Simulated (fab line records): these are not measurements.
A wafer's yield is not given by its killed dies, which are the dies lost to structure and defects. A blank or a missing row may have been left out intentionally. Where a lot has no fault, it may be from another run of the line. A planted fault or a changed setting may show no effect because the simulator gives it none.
fab line records    flow berkeleyCmos170
record: lots: 6  wafers: 18  lastDay: 10
route steps=331 shown PVT@117 GATE@125 FIELD@126
lots that met no fault: taken from a fault-free run of the same line
startH: hours from the record's opening day to when the first of the lot's shown wafers began    waitH: how many hours have passed since the lot's step before this one    " same as the row above    L1.1+2: a single row standing in for several wafers    - either no value or no given start    * or withheld: withheld    < > ~ a bound
route shown NAME@n: names a module that has steps shown in the file, with the first one's number in the route    usual: mean/standard deviation of fault-free wafers    same: alike in all rows    chamber/n: place in a boat    sites: per-site readings    _std_site: the standard deviation of these    _edge_site: mean of outer sites minus mean of inner sites    radiusMm: for every site, how far away it sits from the centre of the wafer    mask NAME#n: copy n    behind: tool/chamber where the wafer was last shaped    hold: why the lot went on hold/how many hours it stayed there/how the hold came to an end    device: transistor that didn't switch, given as n, p or np    end of line: the same wafers' tests at the end of the route    a step with no rows: only its recipe    killed: dies that structure and defects cost at the first sort, which is not the same as the wafer's yield    map: shows each die of a wafer: x if killed, . if not, _ if none is there
set.NAME: the setting as run; set.NAME@STEP: as run at that earlier step    model.NAME: the simulator's own value behind a step, which no gauge read
a table for each step, a row for each wafer; lots at some steps of the route
services: when a tool's chamber went out of use (startH, in hours from the record's first day, below 0 if earlier), for how many hours, and the reason
== steps ==
step: UCB170_PVT_SOFTBAKE_02
recipe: resist: KrF  tempC: 130  timeS: 60
step: UCB170_PVT_EXPOSE_03
recipe: maskId: NWELL  targetCdNm: 3000  na: 0.5  sigmaOuter: 0.6  sourceShape: conventional  doseMj: 30
step: UCB170_PVT_PEB_04
recipe: pebTempC: 130  pebTimeS: withheld  resist: KrF
step: UCB170_PVT_DEVELOP_05
recipe: developer: TMAH  developTimeS: 45  resist: KrF  devTempC: 21
step: UCB170_PVT_OVL_MEAS_06
usual: PVT_OVL: 2/4.7
lot.wafer  tool        chamber  startH  waitH  PVT_OVL[nm]
L255.1     overlay-01  -        135.66  -      4
L255.5     "           -        "       "      7
L255.6     "           -        "       "      6
L258.1     overlay-01  -        148.49  -      -1
L258.2     "           -        "       "      -4
L258.4     "           -        "       "      -3
L259.1     overlay-01  -        152.76  -      -8
L259.2     "           -        "       "      -3
L259.5     "           -        "       "      -1
L261.1     overlay-01  -        163.83  -      8
L261.3     "           -        "       "      6
L261.6     "           -        "       "      8
L268.1     overlay-02  -        195.14  -      4
L268.3     "           -        "       "      6
L268.4     "           -        "       "      4
L271.3     overlay-01  -        202.22  -      -1
L271.5     "           -        "       "      2
L271.6     "           -        "       "      -1
step: UCB170_PVT_IMPLANT_07
recipe: species: P  doseCm2: 2e+12  energyKev: 30  tiltDeg: 7
step: UCB170_PVT_STRIP_08
recipe: chemistry: O2  powerW: 400  pressureMtorr: 3500  platenTempC: withheld  o2FlowSccm: 400  overashFraction: 0.5
usual: chamberPressureMTorr: 3500/3.3  drypumpMotorCurrentA: 5.88/0.28  oesProductAu: 0.735/0.0043  stripTimeToEndpointS: 21.60/0.072
lot.wafer  tool            chamber  startH  waitH  chamberPressureMTorr  drypumpMotorCurrentA  oesProductAu  rfHoursCounterH  stripTimeToEndpointS
L255.1     plasmaAsher-03  0        135.85  0.1    3506                  5.49                  0.728         31               21.68
L255.5     "               0        "       "      3504                  5.50                  0.738         -                21.60
L255.6     "               1        "       "      3498                  6.05                  0.737         -                21.58
L258.1     plasmaAsher-03  0        148.67  0.1    3495                  5.50                  0.731         33               21.55
L258.2     "               1        "       "      3496                  6.09                  0.735         33               21.62
L258.4     "               1        "       "      3496                  6.08                  0.737         -                21.58
L259.1     plasmaAsher-02  0        152.94  0.1    3501                  6.02                  0.733         2                21.63
L259.2     "               1        "       "      3501                  5.63                  0.737         2                21.58
L259.5     "               1        "       "      3498                  5.63                  0.730         -                21.66
L261.1     plasmaAsher-03  0        164.02  0.1    3500                  5.47                  0.738         35               21.57
L261.3     "               0        "       "      3501                  5.49                  0.732         -                21.52
L261.6     "               0        "       "      3500                  5.48                  0.739         -                21.56
L268.1     plasmaAsher-01  1        195.33  0.1    3503                  6.26                  0.737         50               21.53
L268.3     "               0        "       "      3499                  6.02                  0.738         -                21.56
L268.4     "               1        "       "      3502                  6.27                  0.739         -                21.52
L271.3     plasmaAsher-01  1        202.43  0.1    3501                  6.25                  0.729         -                21.62
L271.5     "               0        "       "      3503                  6.01                  0.738         -                21.63
L271.6     "               1        "       "      3500                  6.23                  0.731         -                21.66
step: UCB170_PVT_TW_MEAS_09
usual: PVT_TW: 510.8/2.9
lot.wafer  tool          chamber  startH  waitH  PVT_TW
L255.1     filmMetro-03  -        135.95  0.1    505.2
L255.5     "             -        "       "      504.6
L255.6     "             -        "       "      507.0
L258.1     filmMetro-01  -        148.77  0.1    513.2
L258.2     "             -        "       "      509.4
L258.4     "             -        "       "      514.0
L259.1     filmMetro-03  -        153.07  0.1    509.9
L259.2     "             -        "       "      509.3
L259.5     "             -        "       "      508.0
L261.1     filmMetro-04  -        164.12  0.1    515.0
L261.3     "             -        "       "      513.5
L261.6     "             -        "       "      514.1
L268.1     filmMetro-03  -        195.43  0.1    509.6
L268.3     "             -        "       "      508.9
L268.4     "             -        "       "      509.2
L271.3     filmMetro-03  -        202.52  0.1    506.7
L271.5     "             -        "       "      509.8
L271.6     "             -        "       "      509.7
step: UCB170_GATE_WET_ETCH_00
recipe: chemistry: dHF  dilution: 25:1  target: SiO2  tempC: 25  timeS: 200
step: UCB170_FIELD_THK_MEAS_91
recipe: reads: SiO2_of_FIELD_OXIDATION_01
usual: FIELD_OXIDE_LEFT_2_THK: 339/8.8
lot.wafer  tool          chamber  startH  waitH  FIELD_OXIDE_LEFT_2_THK[nm]
L255.1     filmMetro-04  -        136.07  0.0    329
L255.5     "             -        "       "      327
L255.6     "             -        "       "      332
L258.1     filmMetro-04  -        148.90  0.0    331
L258.2     "             -        "       "      336
L258.4     "             -        "       "      322
L259.1     filmMetro-01  -        153.53  0.0    336
L259.2     "             -        "       "      333
L259.5     "             -        "       "      336
L261.1     filmMetro-01  -        164.25  0.0    338
L261.3     "             -        "       "      340
L261.6     "             -        "       "      343
L268.1     filmMetro-01  -        195.55  0.0    335
L268.3     "             -        "       "      330
L268.4     "             -        "       "      343
L271.3     filmMetro-04  -        202.64  0.0    334
L271.5     "             -        "       "      326
L271.6     "             -        "       "      323
step: UCB170_GATE_OXIDATION_01
recipe: tempC: 850  ambient: O2  targetThkA: 66  oxTimeS: 1800
step: UCB170_GATE_THK_MEAS_02
recipe: reads: SiO2_of_GATE_OXIDATION_01
usual: GATE_OXIDE_THK: 6.57/0.14
lot.wafer  tool          chamber  startH  waitH  GATE_OXIDE_THK[nm]
L255.1     filmMetro-01  -        140.51  0.0    6.58
L255.5     "             -        "       "      6.64
L255.6     "             -        "       "      6.67
L258.1     filmMetro-03  -        154.12  0.0    6.49
L258.2     "             -        "       "      6.61
L258.4     "             -        "       "      6.59
L259.1     filmMetro-03  -        156.85  0.0    6.67
L259.2     "             -        "       "      6.62
L259.5     "             -        "       "      6.69
L261.1     filmMetro-03  -        168.25  0.0    6.53
L261.3     "             -        "       "      6.48
L261.6     "             -        "       "      6.55
L268.1     filmMetro-01  -        198.43  0.0    6.70
L268.3     "             -        "       "      6.77
L268.4     "             -        "       "      6.69
L271.3     filmMetro-03  -        205.38  0.0    6.29
L271.5     "             -        "       "      6.34
L271.6     "             -        "       "      6.39
step: UCB170_GATE_ANNEAL_03
recipe: tempC: 900  timeS: 1800  ambient: N2
usual: spikeTcCentreC: 902.3/1  spikeTcLoadC: 922.0/2.4  zonePowerSourcePct: 30/3.1
lot.wafer  tool        chamber  startH  waitH  spikeTcCentreC  spikeTcLoadC  zonePowerSourcePct
L255.1     furnace-01  0        144.53  4.0    900.9           923.1         24
L255.5     "           0        "       "      900.9           923.7         24
L255.6     "           0        "       "      902.1           923.5         24
L258.1     furnace-02  -        155.47  1.3    -               -             -
L258.2     "           -        "       "      -               -             -
L258.4     "           -        "       "      -               -             -
L259.1     furnace-01  -        159.73  2.9    -               -             -
L259.2     "           -        "       "      -               -             -
L259.5     "           -        "       "      -               -             -
L261.1     furnace-02  0        170.67  2.4    901.8           924.8         31
L261.3     "           0        "       "      902.0           924.1         31
L261.6     "           0        "       "      902.3           925.0         31
L268.1     furnace-02  0        200.93  2.5    901.2           924.9         31
L268.3     "           0        "       "      900.3           926.4         32
L268.4     "           0        "       "      900.6           925.4         32
L271.3     furnace-04  0        207.84  2.4    902.1           921.5         32
L271.5     "           0        "       "      903.0           920.0         32
L271.6     "           0        "       "      902.2           919.9         32
step: UCB170_GATE_CVD_04
recipe: material: poly-Si  tempC: 610  precursor: SiH4  timeS: 1440  pressureMtorr: 375  targetThkNm: 214  sih4FlowSccm: 120
== services ==
tool            chamber  startH  hours  kind
plasmaAsher-02  0        117.75  -      clean
plasmaAsher-02  1        117.75  -      clean
plasmaAsher-02  -        122.85  15.6   pm
furnace-02      -        160.92  3.9    pm
furnace-04      -        162.27  3.7    pm
plasmaAsher-03  -        187.87  1.6    repair
plasmaAsher-03  -        194.65  2.0    repair
== key ==
firstSign: step: UCB170_GATE_ANNEAL_03  reading: toolRecord  direction: missing
effect none on later readings
metAt UCB170_GATE_ANNEAL_03
struckWafers L258.1,L258.2,L258.4,L259.1,L259.2,L259.5
laterRowsLeftOut L258.1,L258.2,L258.4,L259.1,L259.2,L259.5
sortLeftOut L258.1,L258.2,L258.4,L259.1,L259.2,L259.5
testerLeftOut L258,L259
onsetBetween 144.53 155.47
fault: kind: skippedStepWhole  tool: furnace-01,furnace-02  chamber: -  onsetH: 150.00  steps: UCB170_GATE_ANNEAL_03  scope: struckLotsOnly
testerLeftOut: of these lots the tester's yield and bins aren't shown, on N5 and GAA mostly nor the transistor test; their killed dies are dies lost to structure and defects alone, not to doping, threshold or leakage, so they don't give the yield
sortLeftOut: the simulated sort isn't trusted on such a fault, so these wafers' sort isn't shown, and their yield isn't known
laterRowsLeftOut: the simulator's readings of these wafers behind a module that went badly wrong aren't trusted and aren't shown, but for the sort
